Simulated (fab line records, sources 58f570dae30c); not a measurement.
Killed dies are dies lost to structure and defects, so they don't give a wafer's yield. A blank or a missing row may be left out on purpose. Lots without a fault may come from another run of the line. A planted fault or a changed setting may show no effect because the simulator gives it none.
Which tool did it? | flow berkeley_cmos170 | 14 lots, 42 wafers sampled, at 4 steps of a route of 331

WHAT THE GAUGES READ, wafer by wafer
UCB170_START_THK_MEAS_03. Usual: START_OXIDE_THK 20.0 nm, standard deviation 0.36.
lot  | measured    | on            | START_OXIDE_THK (nm) | flag
L545 | day 1 12:56 | film_metro-03 | 20.3 20.3 20.6       |
L546 | day 1 19:45 | film_metro-01 | 20.6 20.2 20.7       |
L547 | day 2 03:11 | film_metro-04 | 20.3 20.2 20.3       |
L550 | day 2 17:16 | film_metro-01 | 19.3 19.6 19.7       |
L553 | day 3 07:07 | film_metro-03 | 19.9 20.1 20.1       |
L556 | day 3 21:10 | film_metro-04 | 20.0 20.1 19.9       |
L558 | day 4 06:40 | film_metro-03 | 19.5 19.1 19.0       |
L560 | day 4 17:23 | film_metro-03 | 20.3 20.4 20.3       |
L561 | day 5 00:28 | film_metro-03 | 20.1 20.2 19.7       |
L562 | day 5 03:23 | film_metro-01 | 20.2 20.2 20.2       |
L563 | day 5 09:03 | film_metro-04 | 19.9 20.1 19.6       |
L565 | day 5 18:16 | film_metro-04 | 20.2 20.1 20.5       |
L567 | day 6 05:04 | film_metro-01 | 19.9 19.7 19.6       |
L568 | day 6 10:35 | film_metro-01 | 20.7 20.8 20.7       |

UCB170_PWELL_OVL_MEAS_13. Usual: PWELL_OVL -1 nm, standard deviation 6.
lot  | measured    | on         | PWELL_OVL (nm) | flag
L545 | day 3 07:10 | overlay-02 | -9 -11 -9      |
L546 | day 3 14:10 | overlay-01 | 0 -3 -7        |
L547 | day 3 17:20 | overlay-02 | -5 4 -8        |
L550 | day 4 04:05 | overlay-01 | -6 -3 -1       |
L553 | day 4 14:55 | overlay-01 | -14 0 -15      |
L556 | day 5 08:34 | overlay-02 | 1 -6 5         |
L558 | day 5 15:34 | overlay-02 | 2 2 8          |
L562 | day 6 12:56 | overlay-02 | 3 -3 5         |
L563 | day 6 20:43 | overlay-01 | -2 3 -2        |
L565 | day 7 06:42 | overlay-02 | -6 -10 -4      |
L567 | day 7 13:52 | overlay-02 | 2 8 10         |
L568 | day 8 00:31 | overlay-02 | 4 4 4          |

UCB170_SILICIDE_RS_MEAS_02: measures by four-point-probe. Usual: SILICIDE_TI_RS 26.1 ohm/sq, standard deviation 0.38.
lot  | measured     | on            | SILICIDE_TI_RS (ohm/sq) | flag
L545 | day 7 05:37  | film_metro-02 | 26.1 26.0 26.1          |
L546 | day 7 13:22  | film_metro-02 | 26.8 26.4 26.5          |
L547 | day 7 14:08  | film_metro-02 | 26.0 26.1 25.6          |
L550 | day 7 23:53  | film_metro-04 | 26.2 25.7 26.1          |
L553 | day 8 14:32  | film_metro-01 | 25.6 26.0 25.9          |
L556 | day 9 00:43  | film_metro-02 | 26.1 26.2 26.5          |
L558 | day 9 11:30  | film_metro-01 | 25.9 25.6 25.7          |
L562 | day 10 01:46 | film_metro-01 | 25.7 25.9 25.8          |
L563 | day 10 17:17 | film_metro-01 | 26.0 26.6 26.3          |
L565 | day 10 23:49 | film_metro-02 | 25.8 26.0 26.1          |
L567 | day 11 10:24 | film_metro-02 | 26.1 26.1 25.8          |
L568 | day 11 17:32 | film_metro-02 | 25.8 25.6 25.6          |

WHICH TOOL RAN EACH LOT (tool, then ch and the chambers of the sampled wafers, then the start)
lot  | UCB170_NWELL_DEVELOP_11
L545 | litho_track-01 ch 0, day 2 10:00
L546 | litho_track-02 ch 0, day 2 16:00
L547 | litho_track-02 ch 0, day 3 01:00
L550 | litho_track-03 ch 0, day 3 09:00
L553 | litho_track-01 ch 0, day 3 21:00
L556 | litho_track-01 ch 0, day 4 14:00
L558 | litho_track-03 ch 0, day 4 22:00
L560 | litho_track-02, day 5 11:00
L561 | litho_track-02, day 5 18:00
L562 | litho_track-02 ch 0, day 5 19:00
L563 | litho_track-01 ch 0, day 6 04:00
L565 | litho_track-03 ch 0, day 6 12:00
L567 | litho_track-03 ch 0, day 6 23:00
L568 | litho_track-01 ch 0, day 7 04:00
- UCB170_NWELL_DEVELOP_11: develop time 45 s.

WHAT THE TOOLS THEMSELVES READ (means of the sampled wafers that have a number; where no wafer has one, the mark that the record gives instead)
UCB170_NWELL_DEVELOP_11. Usual: chill_plate_temp_C 22.99 C, standard deviation 0.11.
lot  | tool           | chill_plate_temp_C (C) | flag
L545 | litho_track-01 | 23.04                  |
L546 | litho_track-02 | 23.08                  |
L547 | litho_track-02 | 22.89                  |
L550 | litho_track-03 | 23.00                  |
L553 | litho_track-01 | 22.89                  |
L556 | litho_track-01 | 22.97                  |
L558 | litho_track-03 | 23.02                  |
L560 | litho_track-02 | -                      | OFF
L561 | litho_track-02 | -                      | OFF
L562 | litho_track-02 | 22.97                  |
L563 | litho_track-01 | 23.09                  |
L565 | litho_track-03 | 22.77                  |
L567 | litho_track-03 | 23.00                  |
L568 | litho_track-01 | 22.95                  |

THE ANSWER, worked out from the rows above alone
Rule: a lot is off if the mean of its wafers that have a number lies more than 3 standard deviations from the usual mean. A lot without any number at a reading at which 4 lots or more have one is off too. The other lots that the step has rows for count as sound. The gauges are gone through in route order, then the tools' own readings, and for those a lot's mean is taken as printed above. The first step at which some lot is off is used, and at that step the reading that is off furthest; a lot without a number counts as furthest.
Off: L560, L561, at UCB170_NWELL_DEVELOP_11 (chill_plate_temp_C). Without a number there: L560, L561.
A tool fits if, at that step or a process step before it, it ran every lot that is off, and no sound lot after the first of them. None of those tried fits.

WHAT THE SIMULATOR HAD PUT IN
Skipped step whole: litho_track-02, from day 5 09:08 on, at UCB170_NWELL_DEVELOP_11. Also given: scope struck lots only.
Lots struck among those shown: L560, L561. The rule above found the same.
